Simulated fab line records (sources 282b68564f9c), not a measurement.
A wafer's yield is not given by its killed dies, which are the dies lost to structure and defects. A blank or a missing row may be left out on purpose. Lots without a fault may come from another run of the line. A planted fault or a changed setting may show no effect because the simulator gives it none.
fab line records :: flow rit-cmos
record
  lots=15
  wafers=45
  last-day=7
route steps=202 shown ACTIVE@14
lots with no fault: from the same line, run without faults
start-h: hours from the record's opening day to when the first of the lot's shown wafers began :: wait-h: hours from the lot's prior step to this one :: " the same as in the row above :: L1.1+2: several wafers, shown together as one row :: - no value, or no start given :: * or withheld: withheld :: < > ~ a bound
route shown NAME@n: a module of which the file shows steps, and the number in the route of the first :: usual: mean/standard deviation of fault-free wafers :: same: alike in all rows :: chamber/n: place in a boat :: sites: per-site readings :: _std_site: standard deviation across them :: _edge_site: mean of outer sites minus mean of inner sites :: radius-mm: for every site, how far away it sits from the centre of the wafer :: mask NAME#n: copy n :: behind: the last tool/chamber to shape the wafer :: hold: reason for holding the lot/hours on hold/outcome of the hold :: device: which transistor (n, p or np) failed to switch :: end of line: the route-end tests of the same wafers :: a step without rows: its recipe alone :: killed: dies that structure and defects cost at the first sort, which is not the same as the wafer's yield :: map: dies across one wafer; x = killed, . = not, _ = none there
set.NAME: the run value of the setting; set.NAME@STEP: its run value at that earlier step :: model.NAME: the simulator's own value behind a step, which no gauge read
steps of the route over a sample of lots; a table a step, a row a wafer
services: a tool's chamber out of use, with start hour (start-h, from the record's first day; less than 0 if before it), hours out, and reason
## steps
# step RIT_ACTIVE_ETCH_13
# recipe
  stop-on=SiO2
  chemistry=SF6
  target=Si3N4
  time-s=210
  over-etch-frac=0.4
  SF6_flow_sccm=200
  pressure-mtorr=260
  rf-w=125
  target-depth-a=2100
# usual
  SF6_flow_sccm=200.1/0.62
  drypump-motor-current-A=5.8/0.47
  oes-product-au=0.814/0.011
  rf-fwd-power-W=124.6/0.4
  throttle-valve-pct=7.42/0.085
lot.wafer: L498.2
tool: rie-diel-03
chamber: 3
start-h: 14.71
wait-h: 0.1
SF6_flow_sccm: 201.1
drypump-motor-current-A: 5.7
oes-product-au: 0.801
rf-fwd-power-W: 125.3
rf-hours-counter-h: 118
throttle-valve-pct: 7.49

lot.wafer: L498.4
tool: rie-diel-03
chamber: 0
start-h: 14.71
wait-h: 0.1
SF6_flow_sccm: 199.7
drypump-motor-current-A: 6.2
oes-product-au: 0.825
rf-fwd-power-W: 124.3
rf-hours-counter-h: 6
throttle-valve-pct: 7.47

lot.wafer: L498.5
tool: rie-diel-03
chamber: 0
start-h: 14.71
wait-h: 0.1
SF6_flow_sccm: 199.1
drypump-motor-current-A: 6.2
oes-product-au: 0.828
rf-fwd-power-W: 124.9
rf-hours-counter-h: -
throttle-valve-pct: 7.46

lot.wafer: L499.2
tool: rie-diel-01
chamber: 0
start-h: 19.83
wait-h: 0.1
SF6_flow_sccm: 199.5
drypump-motor-current-A: 6.2
oes-product-au: 0.800
rf-fwd-power-W: 124.7
rf-hours-counter-h: 147
throttle-valve-pct: 7.61

lot.wafer: L499.4
tool: rie-diel-01
chamber: 1
start-h: 19.83
wait-h: 0.1
SF6_flow_sccm: 198.9
drypump-motor-current-A: 5.2
oes-product-au: 0.835
rf-fwd-power-W: 124.5
rf-hours-counter-h: 26
throttle-valve-pct: 7.35

lot.wafer: L499.5
tool: rie-diel-01
chamber: 1
start-h: 19.83
wait-h: 0.1
SF6_flow_sccm: 200.3
drypump-motor-current-A: 5.3
oes-product-au: 0.820
rf-fwd-power-W: 124.7
rf-hours-counter-h: -
throttle-valve-pct: 7.36

lot.wafer: L500.2
tool: rie-diel-02
chamber: 3
start-h: 24.71
wait-h: 0.1
SF6_flow_sccm: 199.7
drypump-motor-current-A: 5.3
oes-product-au: 0.793
rf-fwd-power-W: 124.8
rf-hours-counter-h: 16
throttle-valve-pct: 7.47

lot.wafer: L500.3
tool: rie-diel-02
chamber: 1
start-h: 24.71
wait-h: 0.1
SF6_flow_sccm: 200.4
drypump-motor-current-A: 4.9
oes-product-au: 0.825
rf-fwd-power-W: 124.7
rf-hours-counter-h: 72
throttle-valve-pct: 7.44

lot.wafer: L500.5
tool: rie-diel-02
chamber: 3
start-h: 24.71
wait-h: 0.1
SF6_flow_sccm: 199.1
drypump-motor-current-A: 5.2
oes-product-au: 0.796
rf-fwd-power-W: 124.6
rf-hours-counter-h: -
throttle-valve-pct: 7.49

lot.wafer: L501.1
tool: rie-diel-03
chamber: 0
start-h: 29.83
wait-h: 0.1
SF6_flow_sccm: 200.5
drypump-motor-current-A: 6.2
oes-product-au: 0.825
rf-fwd-power-W: 124.3
rf-hours-counter-h: 6
throttle-valve-pct: 7.45

lot.wafer: L501.3
tool: rie-diel-03
chamber: 2
start-h: 29.83
wait-h: 0.1
SF6_flow_sccm: 200.4
drypump-motor-current-A: 5.8
oes-product-au: 0.821
rf-fwd-power-W: 124.5
rf-hours-counter-h: 23
throttle-valve-pct: 7.34

lot.wafer: L501.4
tool: rie-diel-03
chamber: 3
start-h: 29.83
wait-h: 0.1
SF6_flow_sccm: 200.2
drypump-motor-current-A: 5.6
oes-product-au: 0.806
rf-fwd-power-W: 124.3
rf-hours-counter-h: 118
throttle-valve-pct: 7.49

lot.wafer: L502.1
tool: rie-diel-01
chamber: 2
start-h: 34.71
wait-h: 0.1
SF6_flow_sccm: 199.0
drypump-motor-current-A: 5.7
oes-product-au: 0.814
rf-fwd-power-W: 124.7
rf-hours-counter-h: 5
throttle-valve-pct: 7.35

lot.wafer: L502.5
tool: rie-diel-01
chamber: 3
start-h: 34.71
wait-h: 0.1
SF6_flow_sccm: 199.7
drypump-motor-current-A: 6.1
oes-product-au: 0.807
rf-fwd-power-W: 125.4
rf-hours-counter-h: -
throttle-valve-pct: 7.44

lot.wafer: L502.6
tool: rie-diel-01
chamber: 0
start-h: 34.71
wait-h: 0.1
SF6_flow_sccm: 199.9
drypump-motor-current-A: 6.2
oes-product-au: 0.812
rf-fwd-power-W: 125.1
rf-hours-counter-h: -
throttle-valve-pct: 7.61

lot.wafer: L503.1
tool: rie-diel-01
chamber: 3
start-h: 39.71
wait-h: 0.1
SF6_flow_sccm: 200.3
drypump-motor-current-A: 6.1
oes-product-au: 0.817
rf-fwd-power-W: 124.2
rf-hours-counter-h: 119
throttle-valve-pct: 7.43

lot.wafer: L503.2
tool: rie-diel-01
chamber: 0
start-h: 39.71
wait-h: 0.1
SF6_flow_sccm: 200.3
drypump-motor-current-A: 6.2
oes-product-au: 0.815
rf-fwd-power-W: 124.5
rf-hours-counter-h: 147
throttle-valve-pct: 7.60

lot.wafer: L503.5
tool: rie-diel-01
chamber: 2
start-h: 39.71
wait-h: 0.1
SF6_flow_sccm: 200.1
drypump-motor-current-A: 5.7
oes-product-au: 0.823
rf-fwd-power-W: 125.8
rf-hours-counter-h: -
throttle-valve-pct: 7.37

lot.wafer: L504.1
tool: rie-diel-03
chamber: 2
start-h: 44.71
wait-h: 0.1
SF6_flow_sccm: 199.8
drypump-motor-current-A: 5.9
oes-product-au: 0.826
rf-fwd-power-W: 124.7
rf-hours-counter-h: 23
throttle-valve-pct: 7.36

lot.wafer: L504.2
tool: rie-diel-03
chamber: 1
start-h: 44.71
wait-h: 0.1
SF6_flow_sccm: 199.7
drypump-motor-current-A: 6.7
oes-product-au: 0.826
rf-fwd-power-W: 125.4
rf-hours-counter-h: 4
throttle-valve-pct: 7.34

lot.wafer: L504.3
tool: rie-diel-03
chamber: 0
start-h: 44.71
wait-h: 0.1
SF6_flow_sccm: 200.9
drypump-motor-current-A: 6.3
oes-product-au: 0.834
rf-fwd-power-W: 124.8
rf-hours-counter-h: 6
throttle-valve-pct: 7.46

lot.wafer: L508.1
tool: rie-diel-01
chamber: 1
start-h: 64.83
wait-h: 0.1
SF6_flow_sccm: 199.3
drypump-motor-current-A: 5.3
oes-product-au: 0.829
rf-fwd-power-W: 104.4
rf-hours-counter-h: 26
throttle-valve-pct: 7.34

lot.wafer: L508.4
tool: rie-diel-01
chamber: 3
start-h: 64.83
wait-h: 0.1
SF6_flow_sccm: 200.8
drypump-motor-current-A: 6.1
oes-product-au: 0.813
rf-fwd-power-W: 104.5
rf-hours-counter-h: 119
throttle-valve-pct: 7.44

lot.wafer: L508.5
tool: rie-diel-01
chamber: 1
start-h: 64.83
wait-h: 0.1
SF6_flow_sccm: 199.7
drypump-motor-current-A: 5.3
oes-product-au: 0.837
rf-fwd-power-W: 104.0
rf-hours-counter-h: -
throttle-valve-pct: 7.36

lot.wafer: L509.4
tool: rie-diel-01
chamber: 2
start-h: 69.83
wait-h: 0.1
SF6_flow_sccm: 199.9
drypump-motor-current-A: 5.7
oes-product-au: 0.815
rf-fwd-power-W: 104.7
rf-hours-counter-h: 6
throttle-valve-pct: 7.37

lot.wafer: L509.5
tool: rie-diel-01
chamber: 0
start-h: 69.83
wait-h: 0.1
SF6_flow_sccm: 199.7
drypump-motor-current-A: 6.2
oes-product-au: 0.798
rf-fwd-power-W: 104.3
rf-hours-counter-h: -
throttle-valve-pct: 7.62

lot.wafer: L509.6
tool: rie-diel-01
chamber: 3
start-h: 69.83
wait-h: 0.1
SF6_flow_sccm: 200.2
drypump-motor-current-A: 6.1
oes-product-au: 0.806
rf-fwd-power-W: 105.0
rf-hours-counter-h: -
throttle-valve-pct: 7.43

lot.wafer: L510.2
tool: rie-diel-03
chamber: 0
start-h: 74.71
wait-h: 0.1
SF6_flow_sccm: 200.8
drypump-motor-current-A: 6.2
oes-product-au: 0.828
rf-fwd-power-W: 124.4
rf-hours-counter-h: 7
throttle-valve-pct: 7.45

lot.wafer: L510.4
tool: rie-diel-03
chamber: 3
start-h: 74.71
wait-h: 0.1
SF6_flow_sccm: 199.7
drypump-motor-current-A: 5.7
oes-product-au: 0.806
rf-fwd-power-W: 125.0
rf-hours-counter-h: 119
throttle-valve-pct: 7.49

lot.wafer: L510.6
tool: rie-diel-03
chamber: 1
start-h: 74.71
wait-h: 0.1
SF6_flow_sccm: 199.8
drypump-motor-current-A: 6.6
oes-product-au: 0.818
rf-fwd-power-W: 125.5
rf-hours-counter-h: -
throttle-valve-pct: 7.35

lot.wafer: L512.1
tool: rie-diel-01
chamber: 0
start-h: 85.78
wait-h: 0.1
SF6_flow_sccm: 199.0
drypump-motor-current-A: 6.2
oes-product-au: 0.794
rf-fwd-power-W: 104.0
rf-hours-counter-h: 148
throttle-valve-pct: 7.60

lot.wafer: L512.2
tool: rie-diel-01
chamber: 2
start-h: 85.78
wait-h: 0.1
SF6_flow_sccm: 200.5
drypump-motor-current-A: 5.7
oes-product-au: 0.810
rf-fwd-power-W: 105.4
rf-hours-counter-h: 6
throttle-valve-pct: 7.37

lot.wafer: L512.5
tool: rie-diel-01
chamber: 1
start-h: 85.78
wait-h: 0.1
SF6_flow_sccm: 199.9
drypump-motor-current-A: 5.3
oes-product-au: 0.818
rf-fwd-power-W: 105.1
rf-hours-counter-h: -
throttle-valve-pct: 7.33

lot.wafer: L514.1
tool: rie-diel-03
chamber: 3
start-h: 94.83
wait-h: 0.1
SF6_flow_sccm: 200.3
drypump-motor-current-A: 5.7
oes-product-au: 0.808
rf-fwd-power-W: 124.6
rf-hours-counter-h: 119
throttle-valve-pct: 7.47

lot.wafer: L514.3
tool: rie-diel-03
chamber: 2
start-h: 94.83
wait-h: 0.1
SF6_flow_sccm: 200.7
drypump-motor-current-A: 5.8
oes-product-au: 0.835
rf-fwd-power-W: 124.6
rf-hours-counter-h: 24
throttle-valve-pct: 7.36

lot.wafer: L514.4
tool: rie-diel-03
chamber: 1
start-h: 94.83
wait-h: 0.1
SF6_flow_sccm: 199.6
drypump-motor-current-A: 6.6
oes-product-au: 0.820
rf-fwd-power-W: 123.6
rf-hours-counter-h: -
throttle-valve-pct: 7.34

lot.wafer: L515.3
tool: rie-diel-02
chamber: 3
start-h: 100.37
wait-h: 0.1
SF6_flow_sccm: 200.2
drypump-motor-current-A: 5.2
oes-product-au: 0.809
rf-fwd-power-W: 124.2
rf-hours-counter-h: 18
throttle-valve-pct: 7.49

lot.wafer: L515.4
tool: rie-diel-02
chamber: 0
start-h: 100.37
wait-h: 0.1
SF6_flow_sccm: 200.1
drypump-motor-current-A: 5.4
oes-product-au: 0.796
rf-fwd-power-W: 124.7
rf-hours-counter-h: 9
throttle-valve-pct: 7.33

lot.wafer: L515.5
tool: rie-diel-02
chamber: 1
start-h: 100.37
wait-h: 0.1
SF6_flow_sccm: 200.6
drypump-motor-current-A: 4.9
oes-product-au: 0.834
rf-fwd-power-W: 124.5
rf-hours-counter-h: -
throttle-valve-pct: 7.43

lot.wafer: L518.4
tool: rie-diel-03
chamber: 3
start-h: 115.76
wait-h: 0.1
SF6_flow_sccm: 200.2
drypump-motor-current-A: 5.7
oes-product-au: 0.798
rf-fwd-power-W: 124.7
rf-hours-counter-h: -
throttle-valve-pct: 7.47

lot.wafer: L518.5
tool: rie-diel-03
chamber: 1
start-h: 115.76
wait-h: 0.1
SF6_flow_sccm: 201.4
drypump-motor-current-A: 6.7
oes-product-au: 0.812
rf-fwd-power-W: 124.7
rf-hours-counter-h: -
throttle-valve-pct: 7.34

lot.wafer: L518.6
tool: rie-diel-03
chamber: 2
start-h: 115.76
wait-h: 0.1
SF6_flow_sccm: 200.9
drypump-motor-current-A: 5.8
oes-product-au: 0.823
rf-fwd-power-W: 124.4
rf-hours-counter-h: -
throttle-valve-pct: 7.36

lot.wafer: L521.3
tool: rie-diel-03
chamber: 2
start-h: 129.71
wait-h: 0.1
SF6_flow_sccm: 199.6
drypump-motor-current-A: 5.9
oes-product-au: 0.822
rf-fwd-power-W: 124.7
rf-hours-counter-h: 25
throttle-valve-pct: 7.35

lot.wafer: L521.4
tool: rie-diel-03
chamber: 3
start-h: 129.71
wait-h: 0.1
SF6_flow_sccm: 198.9
drypump-motor-current-A: 5.7
oes-product-au: 0.810
rf-fwd-power-W: 124.9
rf-hours-counter-h: 120
throttle-valve-pct: 7.49

lot.wafer: L521.5
tool: rie-diel-03
chamber: 3
start-h: 129.71
wait-h: 0.1
SF6_flow_sccm: 199.6
drypump-motor-current-A: 5.7
oes-product-au: 0.815
rf-fwd-power-W: 124.5
rf-hours-counter-h: -
throttle-valve-pct: 7.49
## services
tool: rie-diel-02
chamber: 1
start-h: -8.76
hours: 4.3
kind: repair

tool: rie-diel-01
chamber: 2
start-h: -4.74
hours: 4.2
kind: repair

tool: rie-diel-02
chamber: 1
start-h: 21.34
hours: 2.6
kind: repair

tool: rie-diel-01
chamber: -
start-h: 51.72
hours: 2.2
kind: repair

tool: rie-diel-03
chamber: -
start-h: 59.64
hours: 14.6
kind: pm

tool: rie-diel-03
chamber: 0
start-h: 90.94
hours: 21.9
kind: repair

tool: rie-diel-03
chamber: 1
start-h: 100.13
hours: 4.4
kind: repair

tool: rie-diel-02
chamber: 3
start-h: 105.79
hours: 8.8
kind: repair

tool: rie-diel-03
chamber: 2
start-h: 109.74
hours: 5.4
kind: repair

tool: rie-diel-03
chamber: 0
start-h: 113.59
hours: 2.4
kind: repair
## key
first-sign
  step=RIT_ACTIVE_ETCH_13
  reading=rf-fwd-power-W
  direction=down
  sigmas=50
  usual=124.6
  struck=104.6
effect none on later readings
met-at RIT_ACTIVE_ETCH_13
struck-lots L508,L509,L512
tester-left-out L508,L509,L512
onset-between 39.71 64.83
fault
  kind=process-parameter-drift
  tool=rie-diel-01
  chamber=-
  onset-h=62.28
  steps=RIT_ACTIVE_ETCH_13
  channel=rf-w
  offset=-20
  shape=step
  end-h=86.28
  acts-in=these-recipes-only
  stated=125
# tester-left-out: of these lots the tester's yield and bins aren't shown, on N5 and GAA mostly nor the transistor test; their killed dies are dies lost to structure and defects alone, not to doping, threshold or leakage, so they don't give the yield
